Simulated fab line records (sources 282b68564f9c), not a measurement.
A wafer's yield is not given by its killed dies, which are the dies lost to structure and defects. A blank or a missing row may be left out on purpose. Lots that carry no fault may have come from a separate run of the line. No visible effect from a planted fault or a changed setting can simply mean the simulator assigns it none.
A lot that was struck, set against a sound lot :: flow rit cmos :: 44 steps out of a route of 202
Sound: the wafers L890.2, L890.4, L890.5. The struck wafers were L900.1, L900.2, L900.4. The cause is given at the end.
Order at every step that has rows: each side's tool, ch and its chambers, its first start. Under that, the readings that differ: sound wafers :: struck wafers :: difference of the means :: sigmas: that difference in standard deviations of wafers without a fault.
alike: readings with means less than 2 such deviations apart, plus words and numbers identical on both sides. not compared: withheld readings, readings lacking a value on some wafer, bounds such as >300 that could conceal the same value, and numbers that have no deviation in the record and whose values overlap.
Wherever a step has rows on one side only, a row that says differs or no value, or a row with sigmas, the two part there. Non-overlapping numbers with no deviation appear without sigmas and do not part them. Lack of a reading on every wafer of one side parts them only where that side has two or more wafers.

first, 3 steps without rows for these wafers: RIT_REOX_CLEAN_01 (cleans in dHF, time 30 s); RIT_REOX_CLEAN_02 (cleans in SC2, time 600 s); RIT_REOX_OXIDATION_03 (target thk 25.2 nm, ox time 5580 s).
RIT_REOX_THK_MEAS_04:
  sound: film metro-04 at day 3 04:51; struck: film metro-01 at day 5 08:49
  alike: REOX_OXIDE_THK
then, 6 steps without rows for these wafers: RIT_NLDD_HMDS_00 (prime time 60 s); RIT_NLDD_COAT_01 (resist thk 1000 nm); RIT_NLDD_SOFTBAKE_02 (time 60 s); RIT_NLDD_EXPOSE_03 (exposes mask M7, target cd 40700 nm); RIT_NLDD_PEB_04; RIT_NLDD_DEVELOP_05 (develop time 50 s).
RIT_NLDD_OVL_MEAS_06:
  sound: overlay-01 at day 3 06:00; struck: overlay-02 at day 5 09:51
  alike: NLDD_OVL
then, 1 step without rows for these wafers: RIT_NLDD_HARDBAKE_07 (time 60 s).
RIT_NLDD_IMPLANT_08:
  sound on implanter-01 ch 0, day 3 06:12; struck on implanter-03 ch 0, day 5 10:21
RIT_NLDD_STRIP_09: strips in O2, time 180 s.
  sound on plasma asher-04 ch 0,1, day 3 06:20; struck on plasma asher-02 ch 0,1, day 5 10:30
  alike: drypump motor current A
  not compared: rf hours counter h
RIT_NLDD_TW_MEAS_10:
  sound: film metro-04 at day 3 06:31; struck: film metro-04 at day 5 10:41
reading: NLDD_TW
sound: 2497 2498 2504
struck: 2964 2992 2970
difference: +476
sigmas: +24
then, 6 steps without rows for these wafers: RIT_PLDD_HMDS_00 (prime time 60 s); RIT_PLDD_COAT_01 (resist thk 1000 nm); RIT_PLDD_SOFTBAKE_02 (time 60 s); RIT_PLDD_EXPOSE_03 (exposes mask M8, target cd 40900 nm); RIT_PLDD_PEB_04; RIT_PLDD_DEVELOP_05 (develop time 50 s).
RIT_PLDD_OVL_MEAS_06:
  sound: overlay-01 at day 3 07:32; struck: overlay-02 at day 5 11:35
  alike: PLDD_OVL
then, 2 steps without rows for these wafers: RIT_PLDD_HARDBAKE_07 (time 60 s); RIT_PLDD_IMPLANT_08.
RIT_PLDD_STRIP_09: strips in O2, time 180 s.
  sound on plasma asher-04 ch 0,1, day 3 07:52; struck on plasma asher-03 ch 0,1, day 5 11:55
  alike: drypump motor current A
  not compared: rf hours counter h
RIT_PLDD_TW_MEAS_10:
  sound: film metro-04 at day 3 08:04; struck: film metro-01 at day 5 12:06
reading: PLDD_TW
sound: 2362 2340 2356
struck: 2306 2304 2303
difference: -48
sigmas: -2
then, 4 steps without rows for these wafers: RIT_SPACER_CLEAN_00 (cleans in SC1, time 600 s); RIT_SPACER_CLEAN_01 (cleans in dHF, time 30 s); RIT_SPACER_CLEAN_02 (cleans in SC2, time 600 s); RIT_SPACER_CVD_03 (deposits Si3N4 from SiH2Cl2/NH3, target thk 250 nm, time 3300 s).
RIT_SPACER_THK_MEAS_04:
  sound: film metro-02 at day 3 10:24; struck: film metro-01 at day 5 15:25
  alike: SPACER_NITRIDE_THK
RIT_SPACER_ETCHBACK_05: etches Si3N4 in SF6/CHF3, stops on SiO2, target depth 250 nm, time 240 s.
  sound on rie diel-04 ch 1,2,3, day 3 10:27; struck on rie diel-04 ch 0,1,3, day 5 15:29
  alike: SF6_flow_sccm, drypump motor current A, oes product au, throttle valve pct
  not compared: rf hours counter h
then, 6 steps without rows for these wafers: RIT_NSD_HMDS_00 (prime time 60 s); RIT_NSD_COAT_01 (resist thk 1000 nm); RIT_NSD_SOFTBAKE_02 (time 60 s); RIT_NSD_EXPOSE_03 (exposes mask M9, target cd 40700 nm); RIT_NSD_PEB_04; RIT_NSD_DEVELOP_05 (develop time 50 s).
RIT_NSD_OVL_MEAS_06:
  sound: overlay-02 at day 3 11:35; struck: overlay-02 at day 5 16:30
  alike: NSD_OVL
then, 2 steps without rows for these wafers: RIT_NSD_HARDBAKE_07 (time 60 s); RIT_NSD_IMPLANT_08.
RIT_NSD_STRIP_09: strips in O2, time 180 s.
  sound on plasma asher-01 ch 0,1, day 3 11:55; struck on plasma asher-01 ch 0,1, day 5 16:50
  alike: drypump motor current A
  not compared: rf hours counter h
RIT_SDANNEAL_RS_MEAS_07: a four-point-probe measurement.
  sound: film metro-04 at day 3 14:24; struck: film metro-01 at day 5 19:38
reading: NLDD_RS (ohm/sq)
sound: 151.2 151.5 151.7
struck: 86.4 86.3 86.2
difference: -65.2
sigmas: -99 or more
RIT_M1_PROBE_99:
  sound: prober-01 at day 3 21:20; struck: prober-02 at day 6 02:56
  alike: killed at front end, killed dies, killed on rim, killed open, killed short

WHERE THEY PART
Last at RIT_SDANNEAL_RS_MEAS_07 as far as this record goes, first at RIT_NLDD_TW_MEAS_10. Later steps at which nothing parts them and some readings are alike: RIT_M1_PROBE_99.

WHY: whatever the simulator had introduced
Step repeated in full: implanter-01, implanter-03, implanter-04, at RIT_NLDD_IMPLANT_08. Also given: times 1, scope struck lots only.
